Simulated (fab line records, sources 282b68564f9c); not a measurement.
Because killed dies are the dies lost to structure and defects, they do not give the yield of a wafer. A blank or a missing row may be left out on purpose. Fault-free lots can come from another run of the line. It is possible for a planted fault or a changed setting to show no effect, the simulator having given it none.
Split-lot trial / flow rit-cmos / 5 lots, 23 wafers read, on a route of 202 steps

## THE SPLIT
At RIT_GATE_COAT_11 (resist thk 850 nm), the setting resist-thk-nm was moved away from the recipe's 850 nm on 11 of the 23 wafers read, by -5.2% to +5.1%. For the rest of the wafers, this setting stayed at what the recipe calls for.

## FROM THE SPLIT TO THE READING: what the file shows between them, 2 steps
- RIT_GATE_DEVELOP_15: develop time 50 s (also split here: develop-time-s)
- RIT_GATE_HARDBAKE_18: time 60 s

## THE READING
NOVOLAK_of_GATE_COAT_11.thk-nm (the simulator's own value, which no gauge read), in nm, at RIT_GATE_ETCH_19 (etches poly-Si in SF6/CHF3/O2, stops on SiO2, time 171.6 s, target depth 312.5 nm). There is no usual value for it anywhere in the file. Average 669.4 nm, standard deviation 4.4 nm, over the 12 wafers here run with the recipe.

wafer=L075.1; tool, chamber at the split=litho-track-03, 0; resist-thk-nm as run, nm=850; against the recipe=recipe; NOVOLAK_of_GATE_COAT_11.thk-nm, nm=662.7; against lot-mates on the recipe=-
wafer=L075.2; tool, chamber at the split=litho-track-03, 0; resist-thk-nm as run, nm=893.5; against the recipe=+5.1%; NOVOLAK_of_GATE_COAT_11.thk-nm, nm=701.9; against lot-mates on the recipe=+35.4
wafer=L075.3; tool, chamber at the split=litho-track-03, 0; resist-thk-nm as run, nm=850; against the recipe=recipe; NOVOLAK_of_GATE_COAT_11.thk-nm, nm=670.3; against lot-mates on the recipe=-
wafer=L075.4; tool, chamber at the split=litho-track-03, 0; resist-thk-nm as run, nm=893.5; against the recipe=+5.1%; NOVOLAK_of_GATE_COAT_11.thk-nm, nm=702.6; against lot-mates on the recipe=+36.1
wafer=L075.5; tool, chamber at the split=litho-track-03, 0; resist-thk-nm as run, nm=893.5; against the recipe=+5.1%; NOVOLAK_of_GATE_COAT_11.thk-nm, nm=701.7; against lot-mates on the recipe=+35.2
wafer=L076.1; tool, chamber at the split=litho-track-04, 0; resist-thk-nm as run, nm=850; against the recipe=recipe; NOVOLAK_of_GATE_COAT_11.thk-nm, nm=670.6; against lot-mates on the recipe=-
wafer=L076.2; tool, chamber at the split=litho-track-04, 0; resist-thk-nm as run, nm=850; against the recipe=recipe; NOVOLAK_of_GATE_COAT_11.thk-nm, nm=670.5; against lot-mates on the recipe=-
wafer=L076.3; tool, chamber at the split=litho-track-04, 0; resist-thk-nm as run, nm=850; against the recipe=recipe; NOVOLAK_of_GATE_COAT_11.thk-nm, nm=675.7; against lot-mates on the recipe=-
wafer=L076.4; tool, chamber at the split=litho-track-04, 0; resist-thk-nm as run, nm=805.4; against the recipe=-5.2%; NOVOLAK_of_GATE_COAT_11.thk-nm, nm=630.2; against lot-mates on the recipe=-42.1
wafer=L076.6; tool, chamber at the split=litho-track-04, 0; resist-thk-nm as run, nm=805.4; against the recipe=-5.2%; NOVOLAK_of_GATE_COAT_11.thk-nm, nm=633.2; against lot-mates on the recipe=-39.1
wafer=L078.1; tool, chamber at the split=litho-track-04, 0; resist-thk-nm as run, nm=836.1; against the recipe=-1.6%; NOVOLAK_of_GATE_COAT_11.thk-nm, nm=660.9; against lot-mates on the recipe=-8.7
wafer=L078.2; tool, chamber at the split=litho-track-04, 0; resist-thk-nm as run, nm=850; against the recipe=recipe; NOVOLAK_of_GATE_COAT_11.thk-nm, nm=668.6; against lot-mates on the recipe=-
wafer=L078.3; tool, chamber at the split=litho-track-04, 0; resist-thk-nm as run, nm=836.1; against the recipe=-1.6%; NOVOLAK_of_GATE_COAT_11.thk-nm, nm=658.1; against lot-mates on the recipe=-11.5
wafer=L078.4; tool, chamber at the split=litho-track-04, 0; resist-thk-nm as run, nm=836.1; against the recipe=-1.6%; NOVOLAK_of_GATE_COAT_11.thk-nm, nm=653.3; against lot-mates on the recipe=-16.3
wafer=L078.6; tool, chamber at the split=litho-track-04, 0; resist-thk-nm as run, nm=850; against the recipe=recipe; NOVOLAK_of_GATE_COAT_11.thk-nm, nm=670.6; against lot-mates on the recipe=-
wafer=L079.1; tool, chamber at the split=litho-track-04, 0; resist-thk-nm as run, nm=835.3; against the recipe=-1.7%; NOVOLAK_of_GATE_COAT_11.thk-nm, nm=662.9; against lot-mates on the recipe=-12.3
wafer=L079.2; tool, chamber at the split=litho-track-04, 0; resist-thk-nm as run, nm=835.3; against the recipe=-1.7%; NOVOLAK_of_GATE_COAT_11.thk-nm, nm=659.7; against lot-mates on the recipe=-15.5
wafer=L079.3; tool, chamber at the split=litho-track-04, 0; resist-thk-nm as run, nm=850; against the recipe=recipe; NOVOLAK_of_GATE_COAT_11.thk-nm, nm=674.2; against lot-mates on the recipe=-
wafer=L079.4; tool, chamber at the split=litho-track-04, 0; resist-thk-nm as run, nm=835.3; against the recipe=-1.7%; NOVOLAK_of_GATE_COAT_11.thk-nm, nm=666.1; against lot-mates on the recipe=-9.1
wafer=L079.6; tool, chamber at the split=litho-track-04, 0; resist-thk-nm as run, nm=850; against the recipe=recipe; NOVOLAK_of_GATE_COAT_11.thk-nm, nm=676.1; against lot-mates on the recipe=-
wafer=L082.1; tool, chamber at the split=litho-track-04, 0; resist-thk-nm as run, nm=850; against the recipe=recipe; NOVOLAK_of_GATE_COAT_11.thk-nm, nm=665.2; against lot-mates on the recipe=-
wafer=L082.2; tool, chamber at the split=litho-track-04, 0; resist-thk-nm as run, nm=850; against the recipe=recipe; NOVOLAK_of_GATE_COAT_11.thk-nm, nm=665.3; against lot-mates on the recipe=-
wafer=L082.3; tool, chamber at the split=litho-track-04, 0; resist-thk-nm as run, nm=850; against the recipe=recipe; NOVOLAK_of_GATE_COAT_11.thk-nm, nm=663.5; against lot-mates on the recipe=-

FIT RESULTS
A straight line over all 23 wafers: NOVOLAK_of_GATE_COAT_11.thk-nm changes by +6.57 nm for each +1% of resist-thk-nm; r = +0.97; the points scatter about the line by 4.3 nm.
The same after taking each lot's own level away (the mean of its wafers on the recipe; 23 wafers): +7.25 nm for each +1%; r = +0.99; scatter 2.4 nm.
Per that fit: largest resist-thk-nm move, reading shift of 38 nm.
The span of the lots' own levels, 664.67 to 675.15 nm, comes to 2.4 times the standard deviation stated above.
Hence the lot-to-lot level has little effect on the slope; both slopes agree.
Check: with one of the wafers moved furthest among these (-5.2%) left out of the fit, the line predicts -37.5 nm for it against its lot-mates. Against them it came out at -42.1 nm.

## OTHER SPLITS APPLIED TO THESE WAFERS
Note: prior to the reading, these wafers also went through further splits. Each is held against what the fit with the lots' levels taken away leaves over:
other split on the same wafers=RIT_ACTIVE_OXIDATION_01 ox-time-s; wafers away from the commonest value=18; r with NOVOLAK_of_GATE_COAT_11.thk-nm (lot level and that fit taken away)=-0.08
other split on the same wafers=RIT_ACTIVE_COAT_06 spin-rpm; wafers away from the commonest value=4; r with NOVOLAK_of_GATE_COAT_11.thk-nm (lot level and that fit taken away)=-0.31
other split on the same wafers=RIT_NWELL_SOFTBAKE_02 temp-c; wafers away from the commonest value=7; r with NOVOLAK_of_GATE_COAT_11.thk-nm (lot level and that fit taken away)=-0.49
other split on the same wafers=RIT_PRETRO_COAT_01 spin-rpm; wafers away from the commonest value=11; r with NOVOLAK_of_GATE_COAT_11.thk-nm (lot level and that fit taken away)=+0.30
other split on the same wafers=RIT_GATE_OXIDATION_05 ox-time-s; wafers away from the commonest value=10; r with NOVOLAK_of_GATE_COAT_11.thk-nm (lot level and that fit taken away)=+0.16
other split on the same wafers=RIT_GATE_DEVELOP_15 develop-time-s; wafers away from the commonest value=8; r with NOVOLAK_of_GATE_COAT_11.thk-nm (lot level and that fit taken away)=-0.13

## THE WHOLE CHAIN: every reading that the file lists as answering this split, in the file's order
step=RIT_GATE_COAT_11; what it does=resist thk 850 nm; reading=NOVOLAK_of_GATE_COAT_11.thk-nm (the simulator's own value, which no gauge read); change (the file's fit)=+8.57 nm for each +1% of the setting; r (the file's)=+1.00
step=RIT_GATE_HARDBAKE_18; what it does=time 60 s; reading=NOVOLAK_of_GATE_COAT_11.thk-nm (the simulator's own value, which no gauge read); change (the file's fit)=+7.51 nm for each +1% of the setting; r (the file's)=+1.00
step=RIT_GATE_ETCH_19; what it does=etches poly-Si in SF6/CHF3/O2, stops on SiO2, time 171.6 s, target depth 312.5 nm; reading=NOVOLAK_of_GATE_COAT_11.thk-nm (the simulator's own value, which no gauge read); change (the file's fit)=+7.34 nm for each +1% of the setting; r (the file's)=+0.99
step=RIT_GATE_ETCH_19; what it does=etches poly-Si in SF6/CHF3/O2, stops on SiO2, time 171.6 s, target depth 312.5 nm; reading=GATE.cd-nm (the simulator's own value, which no gauge read); change (the file's fit)=+1.97 nm for each +1% of the setting, in a fit together with develop-time-s@GATE_DEVELOP_15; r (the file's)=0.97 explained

## THE FILE'S OWN FIT
NOVOLAK_of_GATE_COAT_11.thk-nm changes by +7.34 nm for each +1% of resist-thk-nm, r = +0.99.
